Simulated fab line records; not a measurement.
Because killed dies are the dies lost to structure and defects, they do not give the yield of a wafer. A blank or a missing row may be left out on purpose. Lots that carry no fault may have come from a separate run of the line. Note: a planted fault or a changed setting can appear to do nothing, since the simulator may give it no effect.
fab line records | flow berkeley-cmos170
[record] lots = 14 | wafers = 42 | last-day = 14
route steps=331 shown ACTIVE@71 GATE@140 CONTACT@231 V1@266
lots that met no fault: from a run of the same line without faults
start-h: hours from the record's first day to the start of the lot's first wafer shown | wait-h: hours elapsed since this lot's preceding step | " identical to the entry in the row above | L1.1+2: a single row standing in for several wafers | - no value present, or no start provided | * or withheld: withheld | < > ~ a bound
route shown NAME@n: a module of which the file shows steps, and the number in the route of the first | usual: the fault-free wafers' mean and standard deviation | same: alike in all rows | chamber/n: place in a boat | sites: the reading at each site | _std_site: how widely they spread, as a standard deviation | _edge_site: mean of outer sites minus mean of inner sites | radius-mm: how far each site lies from the wafer's centre | mask NAME#n: copy n | behind: the most recent tool/chamber to have shaped the wafer | hold: reason for holding the lot/hours on hold/outcome of the hold | device: the transistor (n, p or np) that didn't switch | end of line: the route-end tests of the same wafers | a step with no rows: only its recipe | killed: dies that structure and defects cost at the first sort, which is not the same as the wafer's yield | map: dies across one wafer; x = killed, . = not, _ = none there
set.NAME: the setting that was run; set.NAME@STEP: the one run at that earlier step | model.NAME: the simulator's own value behind a step, which no gauge read
steps of the route over a sample of lots; a table a step, a row a wafer
services: when a tool's chamber went out of use (start-h, in hours from the record's first day, below 0 if earlier), for how many hours, and the reason
[[steps]]
[step UCB170_ACTIVE_PEB_11]
[recipe] peb-temp-c = 130 | peb-time-s = withheld | resist = KrF
[usual] chill-plate-temp-C = 23.01/0.12 | heater-power-total-W = 56.80/0.049 | plate-temp-C = 130.00/0.14
lot.wafer | tool           | chamber | start-h | wait-h | chill-plate-temp-C | heater-power-total-W | plate-temp-C
L485.1    | litho-track-03 | 0       | 78.13   | 0.2    | 23.12              | 56.82                | 129.76
L485.2    | "              | 0       | "       | "      | 23.00              | 56.81                | 130.01
L485.3    | "              | 0       | "       | "      | 23.21              | 56.80                | 130.03
L486.2    | litho-track-01 | 0       | 91.53   | 0.1    | 22.98              | 56.81                | 130.10
L486.5    | "              | 0       | "       | "      | 22.97              | 56.85                | 130.25
L486.6    | "              | 0       | "       | "      | 22.90              | 56.79                | 129.96
L487.2    | litho-track-02 | 0       | 108.70  | 0.4    | 22.93              | 56.83                | 129.98
L487.4    | "              | 0       | "       | "      | 22.84              | 56.71                | 130.00
L487.5    | "              | 0       | "       | "      | 23.00              | 56.80                | 130.24
L489.1    | litho-track-02 | 0       | 108.95  | 0.5    | 23.05              | 56.85                | 130.14
L489.3    | "              | 0       | "       | "      | 23.24              | 56.78                | 130.01
L489.6    | "              | 0       | "       | "      | 23.04              | 56.86                | 130.15
L492.3    | litho-track-03 | 0       | 119.80  | 0.1    | 23.15              | 56.78                | 129.90
L492.4    | "              | 0       | "       | "      | 23.04              | 56.83                | 130.00
L492.5    | "              | 0       | "       | "      | 23.15              | 56.85                | 130.03
L491.2    | litho-track-01 | 0       | 119.96  | 0.1    | 22.92              | 56.79                | 129.83
L491.3    | "              | 0       | "       | "      | 22.92              | 56.90                | 129.96
L491.4    | "              | 0       | "       | "      | 23.03              | 56.87                | 130.11
L490.2    | litho-track-03 | 0       | 120.22  | 0.1    | 23.01              | 57.36                | 130.76
L490.4    | "              | 0       | "       | "      | 23.12              | 57.40                | 131.05
L490.6    | "              | 0       | "       | "      | 22.97              | 57.46                | 131.11
L493.3    | litho-track-01 | 0       | 137.88  | 0.1    | 22.92              | 56.87                | 129.94
L493.4    | "              | 0       | "       | "      | 22.81              | 56.82                | 129.85
L493.6    | "              | 0       | "       | "      | 22.81              | 56.71                | 129.95
L494.1    | litho-track-03 | 0       | 138.37  | 0.4    | 23.10              | 57.35                | 130.87
L494.2    | "              | 0       | "       | "      | 23.37              | 57.33                | 130.90
L494.5    | "              | 0       | "       | "      | 23.00              | 57.39                | 130.91
L500.3    | litho-track-01 | 0       | 179.19  | 0.4    | 22.83              | 56.74                | 129.99
L500.4    | "              | 0       | "       | "      | 22.98              | 56.83                | 129.87
L500.5    | "              | 0       | "       | "      | 22.90              | 56.86                | 129.88
L503.3    | litho-track-01 | 0       | 184.49  | 0.1    | 22.73              | 56.86                | 129.99
L503.4    | "              | 0       | "       | "      | 22.94              | 56.81                | 129.99
L503.6    | "              | 0       | "       | "      | 22.91              | 56.76                | 129.98
L507.1    | litho-track-03 | 0       | 203.24  | 0.1    | 23.14              | 56.82                | 130.16
L507.2    | "              | 0       | "       | "      | 23.01              | 56.82                | 130.12
L507.6    | "              | 0       | "       | "      | 23.07              | 56.79                | 130.23
L506.3    | litho-track-02 | 0       | 203.60  | 0.1    | 23.04              | 56.82                | 130.16
L506.4    | "              | 0       | "       | "      | 23.14              | 56.76                | 130.24
L506.5    | "              | 0       | "       | "      | 23.14              | 56.84                | 129.99
L508.1    | litho-track-03 | 0       | 219.61  | 0.3    | 23.07              | 56.67                | 130.13
L508.4    | "              | 0       | "       | "      | 23.00              | 56.83                | 129.91
L508.5    | "              | 0       | "       | "      | 23.06              | 56.84                | 129.98
[step UCB170_ACTIVE_CD_MEAS_13]
[recipe] target-cd-nm = 1200
[usual] cd-nm = 1199.8/1.4
lot.wafer | tool      | chamber | start-h | wait-h | cd-nm
L485.1    | cd-sem-02 | -       | 78.73   | -      | 1200.5
L485.2    | "         | -       | "       | "      | 1199.3
L485.3    | "         | -       | "       | "      | 1199.1
L486.2    | cd-sem-01 | -       | 91.80   | -      | 1200.9
L486.5    | "         | -       | "       | "      | 1198.8
L486.6    | "         | -       | "       | "      | 1200.4
L487.2    | cd-sem-01 | -       | 108.97  | -      | 1200.1
L487.4    | "         | -       | "       | "      | 1199.8
L487.5    | "         | -       | "       | "      | 1198.6
L489.1    | cd-sem-02 | -       | 109.22  | -      | 1197.8
L489.3    | "         | -       | "       | "      | 1197.7
L489.6    | "         | -       | "       | "      | 1197.7
L492.3    | cd-sem-01 | -       | 120.06  | -      | 1201.2
L492.4    | "         | -       | "       | "      | 1201.0
L492.5    | "         | -       | "       | "      | 1199.9
L491.2    | cd-sem-02 | -       | 120.23  | -      | 1201.9
L491.3    | "         | -       | "       | "      | 1200.9
L491.4    | "         | -       | "       | "      | 1200.4
L490.2    | cd-sem-02 | -       | 120.49  | -      | 1194.3
L490.4    | "         | -       | "       | "      | 1194.9
L490.6    | "         | -       | "       | "      | 1193.7
L493.3    | cd-sem-01 | -       | 138.14  | -      | 1199.6
L493.4    | "         | -       | "       | "      | 1198.3
L493.6    | "         | -       | "       | "      | 1200.9
L494.1    | cd-sem-01 | -       | 138.64  | -      | 1192.7
L494.2    | "         | -       | "       | "      | 1192.1
L494.5    | "         | -       | "       | "      | 1190.7
L500.3    | cd-sem-01 | -       | 179.45  | -      | 1200.8
L500.4    | "         | -       | "       | "      | 1200.8
L500.5    | "         | -       | "       | "      | 1201.3
L503.3    | cd-sem-01 | -       | 184.76  | -      | 1198.0
L503.4    | "         | -       | "       | "      | 1198.4
L503.6    | "         | -       | "       | "      | 1199.6
L507.1    | cd-sem-01 | -       | 203.51  | -      | 1199.3
L507.2    | "         | -       | "       | "      | 1199.9
L507.6    | "         | -       | "       | "      | 1198.9
L506.3    | cd-sem-01 | -       | 203.94  | -      | 1200.4
L506.4    | "         | -       | "       | "      | 1200.9
L506.5    | "         | -       | "       | "      | 1200.8
L508.1    | cd-sem-01 | -       | 219.89  | -      | 1197.8
L508.4    | "         | -       | "       | "      | 1198.3
L508.5    | "         | -       | "       | "      | 1197.7
[step UCB170_GATE_ETCH_14]
[recipe] chemistry = N2/H2 | target-depth-a = withheld | overetch-a = withheld | target = BARC | time-s = withheld | source-w = 500 | bias-w = 100 | pressure-mtorr = 30 | n2-flow-sccm = 100 | h2-flow-sccm = 200
[usual] bias-w = 99.99/0.29 | drypump-motor-current-A = 6.0/0.46 | n2-flow-sccm = 99.96/0.3 | oes-product-au = 1.001/0.013 | throttle-valve-pct = 13.27/0.19
lot.wafer | tool        | chamber | start-h | wait-h | bias-w | drypump-motor-current-A | n2-flow-sccm | oes-product-au | throttle-valve-pct
L485.1    | rie-diel-04 | 2       | 136.22  | 0.0    | 100.26 | 5.7                     | 99.31        | 0.995          | 13.10
L485.2    | "           | 1       | "       | "      | 99.92  | 5.0                     | 99.73        | 1.015          | 13.24
L485.3    | "           | 0       | "       | "      | 99.99  | 6.0                     | 99.59        | 0.992          | 12.98
L486.2    | rie-diel-04 | 2       | 147.72  | 0.0    | 100.11 | 5.7                     | 99.76        | 1.008          | 13.10
L486.5    | "           | 1       | "       | "      | 100.43 | 5.0                     | 100.11       | 1.010          | 13.25
L486.6    | "           | 2       | "       | "      | 99.67  | 5.7                     | 100.12       | 0.992          | 13.09
L487.2    | rie-diel-02 | 3       | 177.41  | 0.0    | 100.68 | 6.3                     | 100.30       | 1.032          | 13.09
L487.4    | "           | 2       | "       | "      | 99.41  | 6.1                     | 99.89        | 1.005          | 13.57
L487.5    | "           | 2       | "       | "      | 99.22  | 6.1                     | 100.03       | 1.021          | 13.58
L489.1    | rie-diel-04 | 2       | 177.53  | 0.0    | 99.98  | 5.7                     | 100.16       | 1.002          | 13.10
L489.3    | "           | 0       | "       | "      | 99.49  | 6.0                     | 99.87        | 1.000          | 13.01
L489.6    | "           | 1       | "       | "      | 99.40  | 5.0                     | 99.94        | 1.025          | 13.23
L491.2    | rie-diel-04 | 3       | 186.67  | 0.0    | 99.85  | 6.6                     | 100.24       | 0.990          | 13.46
L491.3    | "           | 2       | "       | "      | 99.73  | 5.7                     | 100.07       | 0.993          | 13.12
L491.4    | "           | 1       | "       | "      | 99.73  | 5.0                     | 99.87        | 1.024          | 13.27
L492.3    | rie-diel-01 | 2       | 186.91  | 0.0    | 100.26 | 5.9                     | 100.28       | 0.987          | 13.31
L492.4    | "           | 1       | "       | "      | 99.87  | 5.8                     | 99.86        | 0.992          | 13.61
L492.5    | "           | 1       | "       | "      | 100.09 | 5.8                     | 99.62        | 0.990          | 13.60
L490.2    | rie-diel-01 | 3       | 187.24  | 0.0    | 99.75  | 6.0                     | 99.70        | 0.987          | 13.11
L490.4    | "           | 2       | "       | "      | 100.08 | 5.9                     | 99.91        | 0.998          | 13.31
L490.6    | "           | 1       | "       | "      | 99.57  | 5.8                     | 100.04       | 0.999          | 13.60
L494.1    | rie-diel-04 | 1       | 200.51  | 0.0    | 100.12 | 5.0                     | 99.73        | 1.021          | 13.24
L494.2    | "           | 2       | "       | "      | 99.99  | 5.7                     | 100.28       | 1.005          | 13.10
L494.5    | "           | 3       | "       | "      | 100.48 | 6.7                     | 100.21       | 1.000          | 13.46
L493.3    | rie-diel-01 | 2       | 200.75  | 0.0    | 99.81  | 5.9                     | 99.75        | 0.994          | 13.32
L493.4    | "           | 1       | "       | "      | 99.95  | 5.8                     | 99.61        | 1.002          | 13.59
L493.6    | "           | 1       | "       | "      | 100.08 | 5.8                     | 99.74        | 1.007          | 13.60
L500.3    | rie-diel-01 | 2       | 236.48  | 0.0    | 100.07 | 5.9                     | 100.56       | 0.995          | 13.32
L500.4    | "           | 0       | "       | "      | 99.86  | 6.8                     | 99.31        | 0.993          | 13.40
L500.5    | "           | 2       | "       | "      | 100.18 | 5.9                     | 99.88        | 0.987          | 13.33
L503.3    | rie-diel-02 | 2       | 244.11  | 0.0    | 100.14 | 6.2                     | 100.07       | 1.007          | 13.55
L503.4    | "           | 0       | "       | "      | 99.77  | 5.5                     | 100.12       | 0.992          | 13.11
L503.6    | "           | 1       | "       | "      | 100.02 | 5.9                     | 100.03       | 1.007          | 13.25
L507.1    | rie-diel-04 | 0       | 265.40  | 0.0    | 99.42  | 6.0                     | 99.56        | 1.002          | 13.00
L507.2    | "           | 1       | "       | "      | 100.44 | 5.0                     | 99.64        | 1.018          | 13.26
L507.6    | "           | 0       | "       | "      | 99.81  | 6.0                     | 99.21        | 1.000          | 13.00
L506.3    | rie-diel-04 | 0       | 265.56  | 0.0    | 99.21  | 6.0                     | 99.73        | 0.993          | 12.98
L506.4    | "           | 3       | "       | "      | 99.22  | 6.6                     | 99.68        | 0.993          | 13.45
L506.5    | "           | 0       | "       | "      | 99.62  | 6.0                     | 99.95        | 0.996          | 13.00
L508.1    | rie-diel-04 | 3       | 285.10  | 0.0    | 99.92  | 6.7                     | 99.99        | 0.989          | 13.46
L508.4    | "           | 0       | "       | "      | 100.04 | 6.0                     | 100.69       | 0.995          | 13.01
L508.5    | "           | 0       | "       | "      | 99.67  | 6.0                     | 100.33       | 1.000          | 13.00
[step UCB170_CONTACT_CD_MEAS_15]
[recipe] target-cd-nm = 700
[usual] cd-nm = 700.1/1.3
lot.wafer | tool      | chamber | start-h | wait-h | cd-nm
L485.1    | cd-sem-01 | -       | 160.51  | -      | 699.3
L485.2    | "         | -       | "       | "      | 700.9
L485.3    | "         | -       | "       | "      | 700.4
L486.2    | cd-sem-01 | -       | 173.67  | -      | 700.6
L486.5    | "         | -       | "       | "      | 700.2
L486.6    | "         | -       | "       | "      | 701.2
L489.1    | cd-sem-01 | -       | 197.23  | -      | 700.6
L489.3    | "         | -       | "       | "      | 700.8
L489.6    | "         | -       | "       | "      | 699.8
L487.2    | cd-sem-01 | -       | 200.26  | -      | 701.2
L487.4    | "         | -       | "       | "      | 701.7
L487.5    | "         | -       | "       | "      | 700.9
L491.2    | cd-sem-02 | -       | 208.79  | -      | 700.4
L491.3    | "         | -       | "       | "      | 700.7
L491.4    | "         | -       | "       | "      | 699.6
L492.3    | cd-sem-02 | -       | 208.93  | -      | 699.3
L492.4    | "         | -       | "       | "      | 700.2
L492.5    | "         | -       | "       | "      | 699.1
L490.2    | cd-sem-02 | -       | 212.41  | -      | 697.8
L490.4    | "         | -       | "       | "      | 698.2
L490.6    | "         | -       | "       | "      | 698.1
L494.1    | cd-sem-02 | -       | 221.47  | -      | 698.6
L494.2    | "         | -       | "       | "      | 698.6
L494.5    | "         | -       | "       | "      | 698.6
L493.3    | cd-sem-02 | -       | 222.09  | -      | 697.9
L493.4    | "         | -       | "       | "      | 697.3
L493.6    | "         | -       | "       | "      | 698.8
L500.3    | cd-sem-01 | -       | 257.98  | -      | 699.4
L500.4    | "         | -       | "       | "      | 698.8
L500.5    | "         | -       | "       | "      | 699.5
L503.3    | cd-sem-02 | -       | 264.99  | -      | 698.9
L503.4    | "         | -       | "       | "      | 700.4
L503.6    | "         | -       | "       | "      | 700.4
L506.3    | cd-sem-01 | -       | 292.65  | -      | 700.0
L506.4    | "         | -       | "       | "      | 698.7
L506.5    | "         | -       | "       | "      | 701.0
L507.1    | cd-sem-02 | -       | 292.89  | -      | 699.7
L507.2    | "         | -       | "       | "      | 699.7
L507.6    | "         | -       | "       | "      | 699.5
L508.1    | cd-sem-01 | -       | 313.52  | -      | 703.9
L508.4    | "         | -       | "       | "      | 705.0
L508.5    | "         | -       | "       | "      | 704.0
[step UCB170_V1_CD_MEAS_12]
[recipe] target-cd-nm = 700
[usual] cd-nm = 700.1/1.1
lot.wafer | tool      | chamber | start-h | wait-h | cd-nm
L485.1    | cd-sem-01 | -       | 168.01  | -      | 698.8
L485.2    | "         | -       | "       | "      | 699.9
L485.3    | "         | -       | "       | "      | 699.2
L486.2    | cd-sem-01 | -       | 179.55  | -      | 701.2
L486.5    | "         | -       | "       | "      | 700.5
L486.6    | "         | -       | "       | "      | 701.4
L489.1    | cd-sem-02 | -       | 206.59  | -      | 700.7
L489.3    | "         | -       | "       | "      | 701.0
L489.6    | "         | -       | "       | "      | 701.5
L487.2    | cd-sem-01 | -       | 206.85  | -      | 700.1
L487.4    | "         | -       | "       | "      | 702.0
L487.5    | "         | -       | "       | "      | 700.6
L491.2    | cd-sem-01 | -       | 216.21  | -      | 699.9
L491.3    | "         | -       | "       | "      | 700.3
L491.4    | "         | -       | "       | "      | 699.6
L492.3    | cd-sem-01 | -       | 216.90  | -      | 700.6
L492.4    | "         | -       | "       | "      | 700.6
L492.5    | "         | -       | "       | "      | 698.9
L490.2    | cd-sem-01 | -       | 218.25  | -      | 700.6
L490.4    | "         | -       | "       | "      | 699.2
L490.6    | "         | -       | "       | "      | 699.3
L494.1    | cd-sem-02 | -       | 227.54  | -      | 700.6
L494.2    | "         | -       | "       | "      | 700.0
L494.5    | "         | -       | "       | "      | 700.7
L493.3    | cd-sem-01 | -       | 228.90  | -      | 701.6
L493.4    | "         | -       | "       | "      | 701.6
L493.6    | "         | -       | "       | "      | 701.7
L500.3    | cd-sem-02 | -       | 267.27  | -      | 698.7
L500.4    | "         | -       | "       | "      | 698.8
L500.5    | "         | -       | "       | "      | 698.4
L503.3    | cd-sem-01 | -       | 271.98  | -      | 700.8
L503.4    | "         | -       | "       | "      | 700.8
L503.6    | "         | -       | "       | "      | 700.4
L506.3    | cd-sem-02 | -       | 299.49  | -      | 700.5
L506.4    | "         | -       | "       | "      | 699.9
L506.5    | "         | -       | "       | "      | 699.6
L507.1    | cd-sem-02 | -       | 300.24  | -      | 700.2
L507.2    | "         | -       | "       | "      | 701.6
L507.6    | "         | -       | "       | "      | 700.3
L508.1    | cd-sem-01 | -       | 320.06  | -      | 699.5
L508.4    | "         | -       | "       | "      | 699.8
L508.5    | "         | -       | "       | "      | 699.7
[[services]]
tool        | chamber | start-h | hours | kind
rie-diel-01 | -       | 54.21   | 0.8   | repair
rie-diel-02 | -       | 74.80   | 14.6  | pm
rie-diel-01 | -       | 77.36   | 2.9   | repair
rie-diel-04 | 2       | 89.38   | 6.4   | repair
rie-diel-02 | 3       | 91.57   | 7.4   | repair
rie-diel-04 | 1       | 101.52  | 3.9   | repair
rie-diel-04 | -       | 113.32  | 2.8   | pm
rie-diel-01 | 3       | 124.46  | 8.4   | repair
rie-diel-04 | 3       | 134.02  | -     | clean
rie-diel-04 | 3       | 134.02  | 18.9  | scheduled-down
rie-diel-04 | 3       | 134.02  | 18.9  | vent-cycle
rie-diel-01 | 3       | 227.52  | 4.8   | repair
rie-diel-04 | 1       | 233.77  | 4.9   | repair
rie-diel-02 | 0       | 254.06  | 7.2   | repair
rie-diel-02 | 0       | 261.27  | -     | clean
rie-diel-02 | 0       | 261.27  | 16.4  | scheduled-down
rie-diel-02 | 0       | 261.27  | 16.4  | vent-cycle
rie-diel-04 | 1       | 265.73  | -     | clean
rie-diel-04 | 1       | 265.73  | 13.3  | scheduled-down
rie-diel-04 | 1       | 265.73  | 13.3  | vent-cycle
rie-diel-01 | 1       | 266.59  | 7.8   | repair
rie-diel-01 | 0       | 280.56  | 3.5   | repair
[[key]]
[first-sign] step = UCB170_ACTIVE_PEB_11 | reading = heater-power-total-W | direction = up | sigmas = 12 | usual = 56.80 | struck = 57.38
[effect] step = UCB170_ACTIVE_PEB_11 | reading = plate-temp-C | direction = up | sigmas = 6.6 | usual = * | struck = *
[effect] step = UCB170_ACTIVE_CD_MEAS_13 | reading = cd-nm | direction = down | sigmas = 4.7 | usual = 1199.8 | struck = 1193.1 | through = control-loop
met-at UCB170_ACTIVE_PEB_11
struck-lots L490,L494
tester-left-out L490,L494
[loop-trim] step = UCB170_ACTIVE_EXPOSE_10 | setting = dose | lots = L494
not-acting-at UCB170_GATE_ETCH_14,UCB170_CONTACT_CD_MEAS_15,UCB170_V1_CD_MEAS_12
onset-between 119.80 120.22
[fault] kind = process-parameter-drift | tool = litho-track-03 | chamber = - | onset-h = 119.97 | steps = UCB170_ACTIVE_PEB_11 | channel = peb-temp-c | offset = * | shape = step | end-h = 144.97 | acts-in = * | stated = *
// tester-left-out: of these lots the tester's yield and bins aren't shown, on N5 and GAA mostly nor the transistor test; their killed dies are dies lost to structure and defects alone, not to doping, threshold or leakage, so they don't give the yield
// loop-trim: a control loop set the setting to another value than it would have without faults
